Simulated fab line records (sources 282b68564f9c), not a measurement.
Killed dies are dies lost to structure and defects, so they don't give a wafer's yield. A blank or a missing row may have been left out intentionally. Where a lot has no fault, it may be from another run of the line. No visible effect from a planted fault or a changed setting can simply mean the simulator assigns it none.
Which tool is to blame?	flow rit_cmos	42 wafers from 14 lots sampled at 3 of the route's 202 steps

WHAT THE GAUGES READ, wafer by wafer
RIT_M1_RS_MEAS_01: a four-point-probe measurement. Usual: M1_AL_RS gives 0.0733 ohm/sq (standard deviation 0.00083).
lot	measured	on	M1_AL_RS (ohm/sq)	flag
L971	day 3 11:11	film_metro-03	0.0730 0.0724 0.0731	
L972	day 3 22:27	film_metro-02	0.0729 0.0728 0.0732	
L973	day 4 01:37	film_metro-03	0.0729 0.0723 0.0724	
L975	day 4 09:38	film_metro-04	0.0734 0.0724 0.0736	
L976	day 4 13:24	film_metro-02	0.0735 0.0731 0.0729	
L977	day 4 22:25	film_metro-02	0.0725 0.0842 0.0846	OFF
L978	day 5 03:44	film_metro-02	0.0723 0.0734 0.0726	
L979	day 5 08:20	film_metro-04	0.0751 0.0736 0.0854	OFF
L985	day 6 09:21	film_metro-02	0.0725 0.0721 0.0724	
L987	day 6 21:16	film_metro-02	0.0732 0.0746 0.0731	
L989	day 7 08:42	film_metro-04	0.0733 0.0735 0.0733	
L991	day 7 21:53	film_metro-02	0.0734 0.0756 0.0741	
L992	day 7 22:04	film_metro-03	0.0730 0.0726 0.0731	
L993	day 8 04:31	film_metro-03	0.0738 0.0737 0.0725	

RIT_M1_THK_MEAS_02: measures by xrf. Usual: M1_AL_THK gives 398 nm (standard deviation 4.5).
lot	measured	on	M1_AL_THK (nm)	flag
L971	day 3 11:19	film_metro-03	398 401 397	
L972	day 3 22:34	film_metro-02	404 402 398	
L973	day 4 01:44	film_metro-03	397 396 398	
L975	day 4 09:46	film_metro-04	399 406 399	
L976	day 4 13:29	film_metro-02	399 400 402	
L977	day 4 22:32	film_metro-02	403 349 347	OFF
L978	day 5 03:50	film_metro-02	406 400 403	
L979	day 5 08:27	film_metro-04	388 395 341	OFF
L985	day 6 09:28	film_metro-02	401 402 403	
L987	day 6 21:22	film_metro-02	398 390 398	
L989	day 7 08:49	film_metro-04	396 394 395	
L991	day 7 21:59	film_metro-02	399 390 396	
L992	day 7 22:11	film_metro-03	395 400 397	
L993	day 8 04:38	film_metro-03	392 393 401	

TOOL THAT RAN EACH LOT (tool first, then ch and the chambers of the sampled wafers, then the start)
lot	RIT_M1_SPUTTER_00
L971	pvd_sputter-02, day 3 10:54
L972	pvd_sputter-04, day 3 22:08
L973	pvd_sputter-02, day 4 01:19
L975	pvd_sputter-02, day 4 09:20
L976	pvd_sputter-04, day 4 13:02
L977	pvd_sputter-02, day 4 22:08
L978	pvd_sputter-04, day 5 03:25
L979	pvd_sputter-02, day 5 08:01
L985	pvd_sputter-03, day 6 09:03
L987	pvd_sputter-03, day 6 20:57
L989	pvd_sputter-04, day 7 08:23
L991	pvd_sputter-04, day 7 21:34
L992	pvd_sputter-02, day 7 21:47
L993	pvd_sputter-04, day 8 04:13
- RIT_M1_SPUTTER_00: material Al, target thk 400 nm, time 500 s.

WHAT THE TOOLS THEMSELVES READ (means of the sampled wafers that have a number; where no wafer has one, the mark that the record gives instead)
RIT_M1_SPUTTER_00. Usual: 29.5 % for throttle_valve_pct, sd 0.87.
lot	tool	throttle_valve_pct (%)	flag
L971	pvd_sputter-02	29.2	
L972	pvd_sputter-04	28.3	
L973	pvd_sputter-02	29.6	
L975	pvd_sputter-02	29.7	
L976	pvd_sputter-04	29.0	
L977	pvd_sputter-02	29.2	
L978	pvd_sputter-04	28.4	
L979	pvd_sputter-02	29.5	
L985	pvd_sputter-03	30.1	
L987	pvd_sputter-03	29.9	
L989	pvd_sputter-04	29.2	
L991	pvd_sputter-04	29.6	
L992	pvd_sputter-02	29.7	
L993	pvd_sputter-04	28.8	

THE ANSWER, worked out from the rows above alone
Rule: a lot is off if the mean of its wafers that have a number lies more than 3 standard deviations from the usual mean. A lot without any number at a reading at which 4 lots or more have one is off too. Where the step has rows for the other lots, those lots are counted as sound. First the gauges in route order, then the tools' own readings, where a lot's mean is used as printed above. The first step at which some lot is off is used, and at that step the reading that is off furthest; a lot without a number counts as furthest.
Off: L977, L979, seen at RIT_M1_RS_MEAS_01 (M1_AL_RS).
A tool fits if, at a process step before that reading, it ran every lot that is off, and no sound lot after the first of them. Those tools and the gauges at RIT_M1_RS_MEAS_01 are tried in the same way. None of those tried fits.

WHAT THE SIMULATOR HAD PUT IN
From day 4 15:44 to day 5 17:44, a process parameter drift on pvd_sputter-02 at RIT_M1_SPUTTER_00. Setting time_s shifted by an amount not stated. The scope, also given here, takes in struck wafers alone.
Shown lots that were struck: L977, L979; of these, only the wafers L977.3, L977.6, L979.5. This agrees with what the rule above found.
